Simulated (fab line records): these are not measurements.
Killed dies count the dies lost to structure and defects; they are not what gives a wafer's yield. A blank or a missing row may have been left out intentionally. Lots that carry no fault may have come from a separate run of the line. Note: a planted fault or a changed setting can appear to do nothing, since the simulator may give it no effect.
Struck lot and sound lot, side by side / flow ritCmos / 18 steps out of a route of 202
Sound: these wafers, L833.2, L833.3, L833.6. Struck: wafer L841.2 (L841.1, L841.4, from the same lot, were not struck and are left out); the cause is given at the end.
For every step that has rows: the tool of each side, followed by ch and its chambers, followed by its first start. Under that, the readings that differ: sound wafers / struck wafers / difference of the means / sigmas: that difference in standard deviations of wafers without a fault.
alike: words and numbers the same on both sides, and readings whose means are apart by under 2 such deviations; not compared: readings that were withheld, readings missing a value for some wafer, numbers with overlapping values and no deviation given by the record, and bounds like >300 which may hide the same value.
The two part at a step that has a row with sigmas, a row that says differs or no value, or rows on one side only. Numbers that have no deviation but don't overlap get no sigmas and don't part them. A reading missing from all wafers of one side parts the sides only when that side holds two or more wafers.

RIT_M1_SPUTTER_00: material Al, target thk 400 nm, time 500 s.
  sound on pvdSputter-01, day 4 21:20; struck on pvdSputter-03, day 6 08:40
reading=chamberPressurePa (Pa); sound=0.4014 0.4021 0.3991; struck=0.3991; difference=-0.0018; sigmas=-2
  alike: throttleValvePct
RIT_M1_RS_MEAS_01: a four-point-probe measurement.
  sound on filmMetro-04, day 4 21:38; struck on filmMetro-01, day 6 08:58
  alike: M1_AL_RS
RIT_M1_THK_MEAS_02: measures by xrf.
  sound on filmMetro-04, day 4 21:45; struck on filmMetro-01, day 6 09:05
  alike: M1_AL_THK
then, 6 steps without rows for these wafers: RIT_M1_HMDS_03 (prime time 60 s); RIT_M1_COAT_04 (resist thk 1300 nm); RIT_M1_SOFTBAKE_05 (time 60 s); RIT_M1_EXPOSE_06 (exposes mask M12, target cd 2600 nm); RIT_M1_PEB_07; RIT_M1_DEVELOP_08 (develop time 68 s).
RIT_M1_CD_MEAS_09: the cd target is 2600 nm.
  sound on cdSem-01, day 4 22:47; struck on cdSem-01, day 6 10:14
  alike: cdNm
RIT_M1_OVL_MEAS_10:
  sound on overlay-01, day 4 22:54; struck on overlay-01, day 6 10:22
  alike: M1_OVL
then, 1 step without rows for these wafers: RIT_M1_HARDBAKE_11 (time 120 s).
RIT_M1_METAL_ETCH_12: etches Al in Cl2/BCl3, stops on SiO2, time 165 s, target depth 600 nm.
  sound on rieMetal-02 ch 0,1, day 4 23:11; struck on rieMetal-04 ch 1, day 6 10:38
reading=drypumpMotorCurrentA (A); sound=5.8 5.8 6.4; struck=4.9; difference=-1.1; sigmas=-2
reading=oesProductAu (a.u.); sound=0.768 0.772 0.796; struck=1.002; difference=+0.223; sigmas=+20
reading=runLengthS (s); sound=193.0 193.2 192.9; struck=151.8; difference=-41.2; sigmas=-94
reading=throttleValvePct (%); sound=8.52 8.53 8.40; struck=8.21; difference=-0.27; sigmas=-2
reading=model.NOVOLAK_of_M1_COAT_04.thkNm (nm); sound=800.2 796.3 821.4; struck=885; difference=+79; sigmas=
reading=model.M1.featureDepthNm (nm); sound=427.8 429.2 431.2; struck=426.1; difference=-3.3; sigmas=
  not compared: rfFwdPowerW, rfHoursCounterH
then, 1 step without rows for these wafers: RIT_M1_STRIP_13 (strips in nmp, time 600 s).
RIT_M1_STRIP_14: strips in O2, time 180 s.
  sound on plasmaAsher-02 ch 1, day 4 23:32; struck on plasmaAsher-03 ch 0, day 6 10:59
  alike: drypumpMotorCurrentA
  not compared: rfHoursCounterH
RIT_M1_CD_MEAS_90: the cd target is 2600 nm.
  sound on cdSem-01, day 4 23:44; struck on cdSem-02, day 6 11:09
reading=cdNm (nm); sound=2600.9 2598.5 2602.2; struck=2606.4; difference=+5.9; sigmas=+2
then, 1 step without rows for these wafers: RIT_M1_ANNEAL_15 (time 1800 s).
RIT_M1_PROBE_99:
  sound on prober-02, day 5 01:31; struck on prober-01, day 6 12:56
reading=model.etest.tester.sortNPass; sound=258 260 256; struck=110; difference=-148; sigmas=
reading=model.etest.tester.sortYieldPct (%); sound=97.73 98.48 96.97; struck=41.67; difference=-56.06; sigmas=
reading=model.etest.m1CombOverSteps.leakLog10AUm; sound=-12.69 -12.82 -12.79; struck=-9.799; difference=+2.968; sigmas=
  alike: defectLimitedYield, killedAtContacts, killedAtFrontEnd, killedDies, killedOpen, killedShort
  not compared: model.etest.antennaM1.vtShiftV

WHERE THEY PART
Earliest at RIT_M1_SPUTTER_00; latest, in this record, at RIT_M1_CD_MEAS_90. Later steps at which nothing parts them and some readings are alike: RIT_M1_PROBE_99.

WHY: what the simulator had put in
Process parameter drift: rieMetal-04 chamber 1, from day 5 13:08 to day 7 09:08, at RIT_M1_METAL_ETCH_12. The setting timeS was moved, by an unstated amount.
